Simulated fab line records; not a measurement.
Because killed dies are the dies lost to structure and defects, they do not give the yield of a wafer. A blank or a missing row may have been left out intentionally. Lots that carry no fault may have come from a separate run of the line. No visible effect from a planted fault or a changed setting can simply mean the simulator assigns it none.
Which tool is to blame?    flow rit_cmos    15 lots with 45 wafers sampled at 2 steps, on a route of 202 steps

## WHAT EACH GAUGE READ, for each wafer
The record lacks any reading of a measuring or inspecting step that a usual standard deviation could be used to judge.

## EACH LOT AND THE TOOL THAT RAN IT (in order: tool; ch and the chambers of the sampled wafers; start)
lot   RIT_SILICIDE_RTA_04              RIT_M1_PROBE_99
L395  rtp_anneal-01 ch 0, day 3 05:13  prober-01, day 3 11:57
L396  rtp_anneal-02 ch 0, day 3 13:29  prober-02, day 3 20:28
L397  rtp_anneal-01 ch 0, day 3 18:46  -
L400  rtp_anneal-02 ch 0, day 4 10:44  -
L402  rtp_anneal-02 ch 0, day 4 19:17  prober-02, day 5 03:16
L407  rtp_anneal-01 ch 0, day 5 18:39  -
L408  rtp_anneal-02 ch 0, day 5 21:59  -
L409  rtp_anneal-01 ch 0, day 6 07:14  -
L410  rtp_anneal-02 ch 0, day 6 10:55  -
L412  rtp_anneal-02 ch 0, day 6 20:26  prober-02, day 7 03:08
L414  rtp_anneal-02 ch 0, day 7 06:49  -
L415  rtp_anneal-01 ch 0, day 7 09:16  -
L416  rtp_anneal-02 ch 0, day 7 16:26  -
L417  rtp_anneal-01 ch 0, day 7 20:55  prober-01, day 8 03:48
L418  rtp_anneal-02 ch 0, day 7 23:45  -
- RIT_SILICIDE_RTA_04: time 10 s, ramp up 5 s, ramp down 5 s.
- RIT_M1_PROBE_99

## AS READ BY THE TOOLS THEMSELVES (means over the sampled wafers that have a number; for cases with no such wafer, the mark the record gives instead)
RIT_SILICIDE_RTA_04.
lot   tool           wafer_temp_C_max
L395  rtp_anneal-01  652.8
L396  rtp_anneal-02  653.1
L397  rtp_anneal-01  652.8
L400  rtp_anneal-02  653.1
L402  rtp_anneal-02  652.7
L407  rtp_anneal-01  652.4
L408  rtp_anneal-02  653.2
L409  rtp_anneal-01  652.4
L410  rtp_anneal-02  652.7
L412  rtp_anneal-02  653.3
L414  rtp_anneal-02  652.8
L415  rtp_anneal-01  653.1
L416  rtp_anneal-02  653.5
L417  rtp_anneal-01  653.0
L418  rtp_anneal-02  652.9

RIT_M1_PROBE_99.
lot   tool       killed_at_contacts  killed_at_front_end  killed_dies  killed_open  killed_short
L395  prober-01  0.0                 8.0                  8.0          4.0          3.7
L396  prober-02  0.0                 7.0                  7.0          3.0          4.0
L402  prober-02  0.0                 5.7                  5.7          2.3          3.3
L412  prober-02  0.0                 6.7                  6.7          3.3          3.3
L417  prober-01  0.0                 7.0                  7.0          3.7          3.3

## THE ANSWER, worked out from the rows above alone
Rule: what is usual is taken from the lots themselves. Put in order of their means at a reading, lots are off if they are a third of the lots or fewer, leave a main group of 4 or more, and stand apart from it by a gap of 3 or more times the standard deviation of the main group's means; of several such gaps the widest counts. A main group is skipped when, at the precision printed for the reading in the tables above, its means are all equal. Also off: a lot with no number at a reading for which 4 or more lots have one. Any other lot the step has rows for is counted as sound. After the gauges, taken in route order, come the tools' own readings; for these a lot's mean is taken, as printed above. The first step at which some lot is off is used, and at that step the reading that is off furthest; a lot without a number counts as furthest.
No lot is off on any of the readings shown, so nothing can be concluded from this.

## WHAT THE SIMULATOR PUT IN
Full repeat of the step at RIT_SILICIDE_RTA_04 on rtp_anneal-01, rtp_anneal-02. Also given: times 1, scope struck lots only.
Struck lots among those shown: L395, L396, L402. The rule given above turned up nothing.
